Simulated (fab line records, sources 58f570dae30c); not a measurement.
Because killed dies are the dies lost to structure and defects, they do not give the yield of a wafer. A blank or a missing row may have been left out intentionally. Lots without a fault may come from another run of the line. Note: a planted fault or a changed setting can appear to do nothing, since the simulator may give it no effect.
fab line records / flow berkeley-cmos170
record: lots: 6 wafers: 18 last-day: 13
route steps=331 shown GATE@138 PLDD@145
lots that met no fault: taken from a fault-free run of the same line
start-h: hours from the record's first day to the start of the lot's first wafer shown / wait-h: hours from the lot's prior step to this one / " identical to the entry in the row above / L1.1+2: one row covering several wafers at once / - no value, or no start given / * or withheld: withheld / < > ~ a bound
route shown NAME@n: a module of which the file shows steps, and the number in the route of the first / usual: mean/standard deviation taken from wafers without a fault / same: alike in all rows / chamber/n: place in a boat / sites: readings site by site / _std_site: standard deviation of those values / _edge_site: mean of outer sites minus mean of inner sites / radius-mm: how far each site lies from the wafer's centre / mask NAME#n: copy n / behind: the last tool/chamber to shape the wafer / hold: the reason the lot was held/the length of the hold in hours/how it ended / device: names the non-switching transistor (n, p or np) / end of line: the route-end tests of the same wafers / a step given without rows: its recipe and nothing more / killed: not the wafer's yield, but the dies lost to structure and defects at the first sort / map: per-die view of a wafer (x killed, . not killed, _ where there is no die)
set.NAME: the setting as run; set.NAME@STEP: as run at that earlier step / model.NAME: the simulator's own value behind a step, which no gauge read
lots seen at some steps along the route; tables by step, rows by wafer
services: a tool's chamber out of use, with start hour (start-h, from the record's first day; less than 0 if before it), hours out, and reason
== steps ==
step: UCB170_GATE_CD_MEAS_12
recipe: target-cd-nm: 350
usual: cd-nm: 349.5/1.2
lot.wafer=L883.1 tool=cd-sem-01 chamber=- start-h=148.22 wait-h=- cd-nm=349.2
lot.wafer=L883.4 tool=cd-sem-01 chamber=- start-h=148.22 wait-h=- cd-nm=349.5
lot.wafer=L883.6 tool=cd-sem-01 chamber=- start-h=148.22 wait-h=- cd-nm=350.4
lot.wafer=L887.1 tool=cd-sem-01 chamber=- start-h=163.26 wait-h=- cd-nm=348.0
lot.wafer=L887.4 tool=cd-sem-01 chamber=- start-h=163.26 wait-h=- cd-nm=347.6
lot.wafer=L887.5 tool=cd-sem-01 chamber=- start-h=163.26 wait-h=- cd-nm=348.3
lot.wafer=L891.2 tool=cd-sem-01 chamber=- start-h=183.14 wait-h=- cd-nm=348.8
lot.wafer=L891.4 tool=cd-sem-01 chamber=- start-h=183.14 wait-h=- cd-nm=348.4
lot.wafer=L891.6 tool=cd-sem-01 chamber=- start-h=183.14 wait-h=- cd-nm=348.3
lot.wafer=L896.1 tool=cd-sem-01 chamber=- start-h=214.38 wait-h=- cd-nm=350.9
lot.wafer=L896.5 tool=cd-sem-01 chamber=- start-h=214.38 wait-h=- cd-nm=351.6
lot.wafer=L896.6 tool=cd-sem-01 chamber=- start-h=214.38 wait-h=- cd-nm=351.2
lot.wafer=L897.2 tool=cd-sem-01 chamber=- start-h=214.52 wait-h=- cd-nm=349.0
lot.wafer=L897.3 tool=cd-sem-01 chamber=- start-h=214.52 wait-h=- cd-nm=349.3
lot.wafer=L897.6 tool=cd-sem-01 chamber=- start-h=214.52 wait-h=- cd-nm=349.4
lot.wafer=L902.1 tool=cd-sem-01 chamber=- start-h=256.17 wait-h=- cd-nm=349.4
lot.wafer=L902.5 tool=cd-sem-01 chamber=- start-h=256.17 wait-h=- cd-nm=349.7
lot.wafer=L902.6 tool=cd-sem-01 chamber=- start-h=256.17 wait-h=- cd-nm=349.9
step: UCB170_GATE_OVL_MEAS_13
usual: GATE_OVL: 0/5.7
lot.wafer=L883.1 tool=overlay-01 chamber=- start-h=148.34 wait-h=0.1 GATE_OVL[nm]=-6
lot.wafer=L883.4 tool=overlay-01 chamber=- start-h=148.34 wait-h=0.1 GATE_OVL[nm]=-2
lot.wafer=L883.6 tool=overlay-01 chamber=- start-h=148.34 wait-h=0.1 GATE_OVL[nm]=-10
lot.wafer=L887.1 tool=overlay-02 chamber=- start-h=163.38 wait-h=0.1 GATE_OVL[nm]=0
lot.wafer=L887.4 tool=overlay-02 chamber=- start-h=163.38 wait-h=0.1 GATE_OVL[nm]=0
lot.wafer=L887.5 tool=overlay-02 chamber=- start-h=163.38 wait-h=0.1 GATE_OVL[nm]=0
lot.wafer=L891.2 tool=overlay-01 chamber=- start-h=183.25 wait-h=0.1 GATE_OVL[nm]=-13
lot.wafer=L891.4 tool=overlay-01 chamber=- start-h=183.25 wait-h=0.1 GATE_OVL[nm]=-14
lot.wafer=L891.6 tool=overlay-01 chamber=- start-h=183.25 wait-h=0.1 GATE_OVL[nm]=-2
lot.wafer=L896.1 tool=overlay-02 chamber=- start-h=214.50 wait-h=0.1 GATE_OVL[nm]=13
lot.wafer=L896.5 tool=overlay-02 chamber=- start-h=214.50 wait-h=0.1 GATE_OVL[nm]=8
lot.wafer=L896.6 tool=overlay-02 chamber=- start-h=214.50 wait-h=0.1 GATE_OVL[nm]=2
lot.wafer=L897.2 tool=overlay-02 chamber=- start-h=214.63 wait-h=0.1 GATE_OVL[nm]=-2
lot.wafer=L897.3 tool=overlay-02 chamber=- start-h=214.63 wait-h=0.1 GATE_OVL[nm]=1
lot.wafer=L897.6 tool=overlay-02 chamber=- start-h=214.63 wait-h=0.1 GATE_OVL[nm]=0
lot.wafer=L902.1 tool=overlay-01 chamber=- start-h=256.29 wait-h=0.1 GATE_OVL[nm]=2
lot.wafer=L902.5 tool=overlay-01 chamber=- start-h=256.29 wait-h=0.1 GATE_OVL[nm]=1
lot.wafer=L902.6 tool=overlay-01 chamber=- start-h=256.29 wait-h=0.1 GATE_OVL[nm]=-1
step: UCB170_GATE_ETCH_14
recipe: chemistry: N2/H2 target-depth-a: withheld overetch-a: withheld target: BARC time-s: withheld source-w: 500 bias-w: 100 pressure-mtorr: 30 n2-flow-sccm: 100 h2-flow-sccm: 200
usual: drypump-motor-current-A: 5.8/0.51 n2-flow-sccm: 100.02/0.3 oes-product-au: 1.000/0.019 throttle-valve-pct: 13.29/0.13
lot.wafer=L883.1 tool=rie-diel-04 chamber=2 start-h=148.38 wait-h=0.0 drypump-motor-current-A=6.5 n2-flow-sccm=99.58 oes-product-au=1.012 throttle-valve-pct=13.25
lot.wafer=L883.4 tool=rie-diel-04 chamber=2 start-h=148.38 wait-h=0.0 drypump-motor-current-A=6.4 n2-flow-sccm=99.56 oes-product-au=1.018 throttle-valve-pct=13.25
lot.wafer=L883.6 tool=rie-diel-04 chamber=0 start-h=148.38 wait-h=0.0 drypump-motor-current-A=6.1 n2-flow-sccm=99.45 oes-product-au=1.010 throttle-valve-pct=13.19
lot.wafer=L887.1 tool=rie-diel-01 chamber=0 start-h=163.42 wait-h=0.0 drypump-motor-current-A=6.7 n2-flow-sccm=100.11 oes-product-au=0.978 throttle-valve-pct=13.29
lot.wafer=L887.4 tool=rie-diel-01 chamber=1 start-h=163.42 wait-h=0.0 drypump-motor-current-A=6.0 n2-flow-sccm=99.59 oes-product-au=0.967 throttle-valve-pct=13.25
lot.wafer=L887.5 tool=rie-diel-01 chamber=1 start-h=163.42 wait-h=0.0 drypump-motor-current-A=6.0 n2-flow-sccm=99.45 oes-product-au=0.968 throttle-valve-pct=13.24
lot.wafer=L891.2 tool=rie-diel-01 chamber=0 start-h=183.28 wait-h=0.0 drypump-motor-current-A=6.6 n2-flow-sccm=99.88 oes-product-au=0.984 throttle-valve-pct=13.29
lot.wafer=L891.4 tool=rie-diel-01 chamber=1 start-h=183.28 wait-h=0.0 drypump-motor-current-A=6.0 n2-flow-sccm=100.33 oes-product-au=0.975 throttle-valve-pct=13.24
lot.wafer=L891.6 tool=rie-diel-01 chamber=2 start-h=183.28 wait-h=0.0 drypump-motor-current-A=5.9 n2-flow-sccm=99.98 oes-product-au=0.998 throttle-valve-pct=13.43
lot.wafer=L896.1 tool=rie-diel-01 chamber=3 start-h=214.54 wait-h=0.0 drypump-motor-current-A=5.4 n2-flow-sccm=99.61 oes-product-au=1.003 throttle-valve-pct=13.27
lot.wafer=L896.5 tool=rie-diel-01 chamber=3 start-h=214.54 wait-h=0.0 drypump-motor-current-A=5.4 n2-flow-sccm=99.58 oes-product-au=0.982 throttle-valve-pct=13.28
lot.wafer=L896.6 tool=rie-diel-01 chamber=2 start-h=214.54 wait-h=0.0 drypump-motor-current-A=5.8 n2-flow-sccm=100.35 oes-product-au=1.005 throttle-valve-pct=13.44
lot.wafer=L897.2 tool=rie-diel-02 chamber=3 start-h=214.66 wait-h=0.0 drypump-motor-current-A=5.3 n2-flow-sccm=99.73 oes-product-au=0.991 throttle-valve-pct=13.38
lot.wafer=L897.3 tool=rie-diel-02 chamber=2 start-h=214.66 wait-h=0.0 drypump-motor-current-A=4.9 n2-flow-sccm=100.52 oes-product-au=1.046 throttle-valve-pct=13.10
lot.wafer=L897.6 tool=rie-diel-02 chamber=1 start-h=214.66 wait-h=0.0 drypump-motor-current-A=5.5 n2-flow-sccm=99.66 oes-product-au=0.996 throttle-valve-pct=13.04
lot.wafer=L902.1 tool=rie-diel-02 chamber=1 start-h=256.33 wait-h=0.0 drypump-motor-current-A=5.5 n2-flow-sccm=100.12 oes-product-au=0.992 throttle-valve-pct=13.02
lot.wafer=L902.5 tool=rie-diel-02 chamber=3 start-h=256.33 wait-h=0.0 drypump-motor-current-A=5.3 n2-flow-sccm=99.96 oes-product-au=0.983 throttle-valve-pct=13.37
lot.wafer=L902.6 tool=rie-diel-02 chamber=0 start-h=256.33 wait-h=0.0 drypump-motor-current-A=5.8 n2-flow-sccm=100.11 oes-product-au=0.982 throttle-valve-pct=13.47
step: UCB170_GATE_ETCH_15
recipe: chemistry: HBr/Cl2 target: poly-Si stop-on: SiO2 over-etch-frac: 0.3 icp-w: 300 bias-w: 150 time-s: 56.3 pressure-mtorr: 15 HBr_flow_sccm: 150 Cl2_flow_sccm: 50 target-depth-a: 2782
usual: drypump-motor-current-A: 5.8/0.4 oes-product-au: 0.822/0.013 throttle-valve-pct: 26.61/0.29
lot.wafer=L883.1 tool=rie-si-02 chamber=0 start-h=148.42 wait-h=- drypump-motor-current-A=5.6 oes-product-au=0.830 rf-hours-counter-h=115 throttle-valve-pct=27.00
lot.wafer=L883.4 tool=rie-si-02 chamber=1 start-h=148.42 wait-h=- drypump-motor-current-A=6.0 oes-product-au=0.844 rf-hours-counter-h=2 throttle-valve-pct=26.52
lot.wafer=L883.6 tool=rie-si-02 chamber=1 start-h=148.42 wait-h=- drypump-motor-current-A=5.9 oes-product-au=0.835 rf-hours-counter-h=- throttle-valve-pct=26.52
lot.wafer=L887.1 tool=rie-si-01 chamber=3 start-h=163.46 wait-h=- drypump-motor-current-A=6.7 oes-product-au=0.806 rf-hours-counter-h=2 throttle-valve-pct=26.85
lot.wafer=L887.4 tool=rie-si-01 chamber=0 start-h=163.46 wait-h=- drypump-motor-current-A=5.5 oes-product-au=0.813 rf-hours-counter-h=27 throttle-valve-pct=26.79
lot.wafer=L887.5 tool=rie-si-01 chamber=1 start-h=163.46 wait-h=- drypump-motor-current-A=6.0 oes-product-au=0.823 rf-hours-counter-h=- throttle-valve-pct=26.19
lot.wafer=L891.2 tool=rie-si-02 chamber=3 start-h=183.32 wait-h=- drypump-motor-current-A=5.2 oes-product-au=0.813 rf-hours-counter-h=97 throttle-valve-pct=26.13
lot.wafer=L891.4 tool=rie-si-02 chamber=0 start-h=183.32 wait-h=- drypump-motor-current-A=5.6 oes-product-au=0.818 rf-hours-counter-h=115 throttle-valve-pct=27.00
lot.wafer=L891.6 tool=rie-si-02 chamber=0 start-h=183.32 wait-h=- drypump-motor-current-A=5.6 oes-product-au=0.827 rf-hours-counter-h=- throttle-valve-pct=27.00
lot.wafer=L896.1 tool=rie-si-01 chamber=0 start-h=214.58 wait-h=- drypump-motor-current-A=5.5 oes-product-au=0.814 rf-hours-counter-h=27 throttle-valve-pct=26.81
lot.wafer=L896.5 tool=rie-si-01 chamber=2 start-h=214.58 wait-h=- drypump-motor-current-A=5.5 oes-product-au=0.824 rf-hours-counter-h=- throttle-valve-pct=26.70
lot.wafer=L896.6 tool=rie-si-01 chamber=1 start-h=214.58 wait-h=- drypump-motor-current-A=6.0 oes-product-au=0.819 rf-hours-counter-h=- throttle-valve-pct=26.18
lot.wafer=L897.2 tool=rie-si-02 chamber=1 start-h=214.70 wait-h=- drypump-motor-current-A=5.9 oes-product-au=0.827 rf-hours-counter-h=2 throttle-valve-pct=26.53
lot.wafer=L897.3 tool=rie-si-02 chamber=2 start-h=214.70 wait-h=- drypump-motor-current-A=6.0 oes-product-au=0.822 rf-hours-counter-h=1 throttle-valve-pct=26.59
lot.wafer=L897.6 tool=rie-si-02 chamber=3 start-h=214.70 wait-h=- drypump-motor-current-A=5.2 oes-product-au=0.816 rf-hours-counter-h=- throttle-valve-pct=26.15
lot.wafer=L902.1 tool=rie-si-02 chamber=1 start-h=256.37 wait-h=- drypump-motor-current-A=5.9 oes-product-au=0.849 rf-hours-counter-h=2 throttle-valve-pct=26.54
lot.wafer=L902.5 tool=rie-si-02 chamber=1 start-h=256.37 wait-h=- drypump-motor-current-A=5.9 oes-product-au=0.847 rf-hours-counter-h=- throttle-valve-pct=26.53
lot.wafer=L902.6 tool=rie-si-02 chamber=2 start-h=256.37 wait-h=- drypump-motor-current-A=6.1 oes-product-au=0.832 rf-hours-counter-h=- throttle-valve-pct=26.61
step: UCB170_GATE_STRIP_16
recipe: chemistry: O2 power-w: 400 pressure-mtorr: 3500 platen-temp-c: withheld o2-flow-sccm: 400 overash-fraction: 0.5
usual: drypump-motor-current-A: 5.9/0.49 oes-product-au: 0.724/0.0044
lot.wafer=L883.1 tool=plasma-asher-04 chamber=0 start-h=148.47 wait-h=0.0 drypump-motor-current-A=6.3 oes-product-au=0.734 rf-hours-counter-h=3
lot.wafer=L883.4 tool=plasma-asher-04 chamber=1 start-h=148.47 wait-h=0.0 drypump-motor-current-A=5.7 oes-product-au=0.720 rf-hours-counter-h=-
lot.wafer=L883.6 tool=plasma-asher-04 chamber=1 start-h=148.47 wait-h=0.0 drypump-motor-current-A=5.7 oes-product-au=0.726 rf-hours-counter-h=-
lot.wafer=L887.1 tool=plasma-asher-01 chamber=0 start-h=163.51 wait-h=0.0 drypump-motor-current-A=6.3 oes-product-au=0.721 rf-hours-counter-h=38
lot.wafer=L887.4 tool=plasma-asher-01 chamber=0 start-h=163.51 wait-h=0.0 drypump-motor-current-A=6.3 oes-product-au=0.723 rf-hours-counter-h=-
lot.wafer=L887.5 tool=plasma-asher-01 chamber=0 start-h=163.51 wait-h=0.0 drypump-motor-current-A=6.3 oes-product-au=0.730 rf-hours-counter-h=-
lot.wafer=L891.2 tool=plasma-asher-04 chamber=1 start-h=183.37 wait-h=0.0 drypump-motor-current-A=5.7 oes-product-au=0.722 rf-hours-counter-h=8
lot.wafer=L891.4 tool=plasma-asher-04 chamber=0 start-h=183.37 wait-h=0.0 drypump-motor-current-A=6.3 oes-product-au=0.725 rf-hours-counter-h=-
lot.wafer=L891.6 tool=plasma-asher-04 chamber=0 start-h=183.37 wait-h=0.0 drypump-motor-current-A=6.3 oes-product-au=0.720 rf-hours-counter-h=-
lot.wafer=L896.1 tool=plasma-asher-04 chamber=0 start-h=214.63 wait-h=0.0 drypump-motor-current-A=6.3 oes-product-au=0.726 rf-hours-counter-h=11
lot.wafer=L896.5 tool=plasma-asher-04 chamber=1 start-h=214.63 wait-h=0.0 drypump-motor-current-A=5.7 oes-product-au=0.724 rf-hours-counter-h=-
lot.wafer=L896.6 tool=plasma-asher-04 chamber=0 start-h=214.63 wait-h=0.0 drypump-motor-current-A=6.3 oes-product-au=0.726 rf-hours-counter-h=-
lot.wafer=L897.2 tool=plasma-asher-02 chamber=0 start-h=214.75 wait-h=0.0 drypump-motor-current-A=5.2 oes-product-au=0.724 rf-hours-counter-h=45
lot.wafer=L897.3 tool=plasma-asher-02 chamber=1 start-h=214.75 wait-h=0.0 drypump-motor-current-A=5.4 oes-product-au=0.725 rf-hours-counter-h=-
lot.wafer=L897.6 tool=plasma-asher-02 chamber=1 start-h=214.75 wait-h=0.0 drypump-motor-current-A=5.4 oes-product-au=0.718 rf-hours-counter-h=-
lot.wafer=L902.1 tool=plasma-asher-01 chamber=1 start-h=256.42 wait-h=0.0 drypump-motor-current-A=6.5 oes-product-au=0.728 rf-hours-counter-h=48
lot.wafer=L902.5 tool=plasma-asher-01 chamber=1 start-h=256.42 wait-h=0.0 drypump-motor-current-A=6.5 oes-product-au=0.726 rf-hours-counter-h=-
lot.wafer=L902.6 tool=plasma-asher-01 chamber=0 start-h=256.42 wait-h=0.0 drypump-motor-current-A=6.3 oes-product-au=0.723 rf-hours-counter-h=-
step: UCB170_GATE_CD_MEAS_90
recipe: target-cd-nm: 350
usual: cd-nm: 349.6/1.3
lot.wafer=L883.1 tool=cd-sem-02 chamber=- start-h=148.57 wait-h=0.1 cd-nm=349.2
lot.wafer=L883.4 tool=cd-sem-02 chamber=- start-h=148.57 wait-h=0.1 cd-nm=348.8
lot.wafer=L883.6 tool=cd-sem-02 chamber=- start-h=148.57 wait-h=0.1 cd-nm=350.5
lot.wafer=L887.1 tool=cd-sem-01 chamber=- start-h=163.61 wait-h=0.1 cd-nm=346.9
lot.wafer=L887.4 tool=cd-sem-01 chamber=- start-h=163.61 wait-h=0.1 cd-nm=347.1
lot.wafer=L887.5 tool=cd-sem-01 chamber=- start-h=163.61 wait-h=0.1 cd-nm=347.9
lot.wafer=L891.2 tool=cd-sem-02 chamber=- start-h=183.54 wait-h=0.1 cd-nm=348.6
lot.wafer=L891.4 tool=cd-sem-02 chamber=- start-h=183.54 wait-h=0.1 cd-nm=348.3
lot.wafer=L891.6 tool=cd-sem-02 chamber=- start-h=183.54 wait-h=0.1 cd-nm=347.9
lot.wafer=L896.1 tool=cd-sem-02 chamber=- start-h=214.78 wait-h=0.1 cd-nm=350.4
lot.wafer=L896.5 tool=cd-sem-02 chamber=- start-h=214.78 wait-h=0.1 cd-nm=351.5
lot.wafer=L896.6 tool=cd-sem-02 chamber=- start-h=214.78 wait-h=0.1 cd-nm=351.0
lot.wafer=L897.2 tool=cd-sem-01 chamber=- start-h=214.88 wait-h=0.1 cd-nm=348.9
lot.wafer=L897.3 tool=cd-sem-01 chamber=- start-h=214.88 wait-h=0.1 cd-nm=350.1
lot.wafer=L897.6 tool=cd-sem-01 chamber=- start-h=214.88 wait-h=0.1 cd-nm=349.6
lot.wafer=L902.1 tool=cd-sem-01 chamber=- start-h=256.65 wait-h=0.2 cd-nm=349.6
lot.wafer=L902.5 tool=cd-sem-01 chamber=- start-h=256.65 wait-h=0.2 cd-nm=349.9
lot.wafer=L902.6 tool=cd-sem-01 chamber=- start-h=256.65 wait-h=0.2 cd-nm=350.9
step: UCB170_GATE_CLEAN_17
recipe: chemistry: SPM temp-c: 120 time-s: 600
step: UCB170_PLDD_HMDS_00
recipe: prime-time-s: 60 prime-temp-c: 100
step: UCB170_PLDD_COAT_01
recipe: resist: KrF spin-rpm: 1500 resist-thk-nm: 900
step: UCB170_PLDD_SOFTBAKE_02
recipe: resist: KrF temp-c: 130 time-s: 60
step: UCB170_PLDD_EXPOSE_03
recipe: mask-id: PSELECT na: 0.5 sigma-outer: 0.6 source-shape: conventional target-cd-nm: 1200 dose-mj: 30
step: UCB170_PLDD_PEB_04
recipe: peb-temp-c: 130 peb-time-s: withheld resist: KrF
step: UCB170_PLDD_DEVELOP_05
recipe: developer: TMAH develop-time-s: 45 resist: KrF dev-temp-c: 21
usual: chill-plate-temp-C: 23.01/0.11 develop-time-s: 45/0
lot.wafer=L883.1 tool=litho-track-03 chamber=0 start-h=150 wait-h=- chill-plate-temp-C=23.16 develop-time-s=45 model.KrF_of_PLDD_COAT_01.thk-nm=887
lot.wafer=L883.4 tool=litho-track-03 chamber=0 start-h=150 wait-h=- chill-plate-temp-C=22.98 develop-time-s=45 model.KrF_of_PLDD_COAT_01.thk-nm=886.5
lot.wafer=L883.6 tool=litho-track-03 chamber=0 start-h=150 wait-h=- chill-plate-temp-C=23.03 develop-time-s=45 model.KrF_of_PLDD_COAT_01.thk-nm=889.4
lot.wafer=L887.1 tool=litho-track-02 chamber=- start-h=165 wait-h=- chill-plate-temp-C=- develop-time-s=- model.KrF_of_PLDD_COAT_01.thk-nm=896.7
lot.wafer=L887.4 tool=litho-track-02 chamber=- start-h=165 wait-h=- chill-plate-temp-C=- develop-time-s=- model.KrF_of_PLDD_COAT_01.thk-nm=892.9
lot.wafer=L887.5 tool=litho-track-02 chamber=- start-h=165 wait-h=- chill-plate-temp-C=- develop-time-s=- model.KrF_of_PLDD_COAT_01.thk-nm=897
lot.wafer=L891.2 tool=litho-track-04 chamber=- start-h=185 wait-h=- chill-plate-temp-C=- develop-time-s=- model.KrF_of_PLDD_COAT_01.thk-nm=897.8
lot.wafer=L891.4 tool=litho-track-04 chamber=- start-h=185 wait-h=- chill-plate-temp-C=- develop-time-s=- model.KrF_of_PLDD_COAT_01.thk-nm=897.3
lot.wafer=L891.6 tool=litho-track-04 chamber=- start-h=185 wait-h=- chill-plate-temp-C=- develop-time-s=- model.KrF_of_PLDD_COAT_01.thk-nm=899.6
lot.wafer=L896.1 tool=litho-track-04 chamber=0 start-h=216 wait-h=- chill-plate-temp-C=22.97 develop-time-s=45 model.KrF_of_PLDD_COAT_01.thk-nm=886.1
lot.wafer=L896.5 tool=litho-track-04 chamber=0 start-h=216 wait-h=- chill-plate-temp-C=22.93 develop-time-s=45 model.KrF_of_PLDD_COAT_01.thk-nm=887.1
lot.wafer=L896.6 tool=litho-track-04 chamber=0 start-h=216 wait-h=- chill-plate-temp-C=23.00 develop-time-s=45 model.KrF_of_PLDD_COAT_01.thk-nm=888.1
lot.wafer=L897.2 tool=litho-track-02 chamber=0 start-h=216 wait-h=- chill-plate-temp-C=23.08 develop-time-s=45 model.KrF_of_PLDD_COAT_01.thk-nm=881.4
lot.wafer=L897.3 tool=litho-track-02 chamber=0 start-h=216 wait-h=- chill-plate-temp-C=23.18 develop-time-s=45 model.KrF_of_PLDD_COAT_01.thk-nm=881.9
lot.wafer=L897.6 tool=litho-track-02 chamber=0 start-h=216 wait-h=- chill-plate-temp-C=23.19 develop-time-s=45 model.KrF_of_PLDD_COAT_01.thk-nm=886.7
lot.wafer=L902.1 tool=litho-track-02 chamber=0 start-h=258 wait-h=- chill-plate-temp-C=22.97 develop-time-s=45 model.KrF_of_PLDD_COAT_01.thk-nm=883.8
lot.wafer=L902.5 tool=litho-track-02 chamber=0 start-h=258 wait-h=- chill-plate-temp-C=23.15 develop-time-s=45 model.KrF_of_PLDD_COAT_01.thk-nm=881.8
lot.wafer=L902.6 tool=litho-track-02 chamber=0 start-h=258 wait-h=- chill-plate-temp-C=23.10 develop-time-s=45 model.KrF_of_PLDD_COAT_01.thk-nm=879.2
step: UCB170_PLDD_CD_MEAS_06
recipe: target-cd-nm: 1200
usual: cd-nm: 1200.0/1.6
lot.wafer=L883.1 tool=cd-sem-01 chamber=- start-h=150.38 wait-h=- cd-nm=1202.2
lot.wafer=L883.4 tool=cd-sem-01 chamber=- start-h=150.38 wait-h=- cd-nm=1201.4
lot.wafer=L883.6 tool=cd-sem-01 chamber=- start-h=150.38 wait-h=- cd-nm=1202.2
lot.wafer=L887.1 tool=cd-sem-01 chamber=- start-h=165.75 wait-h=- cd-nm=-
lot.wafer=L887.4 tool=cd-sem-01 chamber=- start-h=165.75 wait-h=- cd-nm=-
lot.wafer=L887.5 tool=cd-sem-01 chamber=- start-h=165.75 wait-h=- cd-nm=-
lot.wafer=L891.2 tool=cd-sem-02 chamber=- start-h=185.42 wait-h=- cd-nm=-
lot.wafer=L891.4 tool=cd-sem-02 chamber=- start-h=185.42 wait-h=- cd-nm=-
lot.wafer=L891.6 tool=cd-sem-02 chamber=- start-h=185.42 wait-h=- cd-nm=-
lot.wafer=L896.1 tool=cd-sem-01 chamber=- start-h=216.61 wait-h=- cd-nm=1198.1
lot.wafer=L896.5 tool=cd-sem-01 chamber=- start-h=216.61 wait-h=- cd-nm=1198.8
lot.wafer=L896.6 tool=cd-sem-01 chamber=- start-h=216.61 wait-h=- cd-nm=1199.6
lot.wafer=L897.2 tool=cd-sem-02 chamber=- start-h=216.71 wait-h=- cd-nm=1198.4
lot.wafer=L897.3 tool=cd-sem-02 chamber=- start-h=216.71 wait-h=- cd-nm=1198.8
lot.wafer=L897.6 tool=cd-sem-02 chamber=- start-h=216.71 wait-h=- cd-nm=1198.2
lot.wafer=L902.1 tool=cd-sem-01 chamber=- start-h=258.32 wait-h=- cd-nm=1200.7
lot.wafer=L902.5 tool=cd-sem-01 chamber=- start-h=258.32 wait-h=- cd-nm=1200.5
lot.wafer=L902.6 tool=cd-sem-01 chamber=- start-h=258.32 wait-h=- cd-nm=1199.6
== services ==
tool=rie-si-01 chamber=0 start-h=128.18 hours=6.7 kind=repair
tool=rie-diel-01 chamber=0 start-h=134.77 hours=4.5 kind=repair
tool=rie-si-01 chamber=- start-h=135.61 hours=2.8 kind=pm
tool=rie-diel-04 chamber=1 start-h=135.68 hours=- kind=clean
tool=rie-diel-04 chamber=1 start-h=135.68 hours=13.8 kind=scheduled-down
tool=rie-diel-04 chamber=1 start-h=135.68 hours=13.8 kind=vent-cycle
tool=rie-diel-02 chamber=3 start-h=136.24 hours=- kind=clean
tool=rie-diel-02 chamber=3 start-h=136.24 hours=13.6 kind=scheduled-down
tool=rie-diel-02 chamber=3 start-h=136.24 hours=13.6 kind=vent-cycle
tool=rie-diel-01 chamber=2 start-h=141.59 hours=6.9 kind=repair
tool=rie-diel-04 chamber=3 start-h=149.47 hours=- kind=clean
tool=rie-diel-04 chamber=3 start-h=149.47 hours=16.0 kind=scheduled-down
tool=rie-diel-02 chamber=- start-h=151.49 hours=2.8 kind=pm
tool=rie-diel-04 chamber=- start-h=188.78 hours=0.4 kind=repair
tool=rie-si-01 chamber=- start-h=189.70 hours=0.6 kind=repair
tool=rie-si-02 chamber=0 start-h=194.35 hours=- kind=clean
tool=rie-si-02 chamber=0 start-h=194.35 hours=17.4 kind=scheduled-down
tool=rie-si-02 chamber=0 start-h=194.35 hours=17.4 kind=vent-cycle
tool=rie-si-02 chamber=1 start-h=199.54 hours=8.5 kind=repair
tool=plasma-asher-01 chamber=- start-h=205.16 hours=2.2 kind=repair
tool=rie-diel-01 chamber=1 start-h=208.63 hours=- kind=clean
tool=rie-diel-01 chamber=1 start-h=208.63 hours=17.4 kind=scheduled-down
tool=rie-diel-01 chamber=1 start-h=208.63 hours=17.4 kind=vent-cycle
tool=rie-si-02 chamber=3 start-h=249.84 hours=11.4 kind=repair
== key ==
first-sign: step: UCB170_PLDD_DEVELOP_05 reading: tool-record direction: missing
effect none on later readings
model-effect: step: UCB170_PLDD_DEVELOP_05 value: KrF_of_PLDD_COAT_01.thk-nm without: 882.7 struck: 896.9
met-at UCB170_PLDD_DEVELOP_05
struck-wafers L887.1,L887.4,L887.5,L891.2,L891.4,L891.6
sort-left-out L887.1,L887.4,L887.5,L891.2,L891.4,L891.6
tester-left-out L887,L891
fault: kind: skipped-step-whole tool: litho-track-02,litho-track-04 chamber: - onset-h: 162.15 steps: UCB170_PLDD_DEVELOP_05 scope: struck-lots-only
tester-left-out: of these lots the tester's yield and bins aren't shown, on N5 and GAA mostly nor the transistor test; their killed dies are dies lost to structure and defects alone, not to doping, threshold or leakage, so they don't give the yield
sort-left-out: the simulated sort isn't trusted on such a fault, so these wafers' sort isn't shown, and their yield isn't known
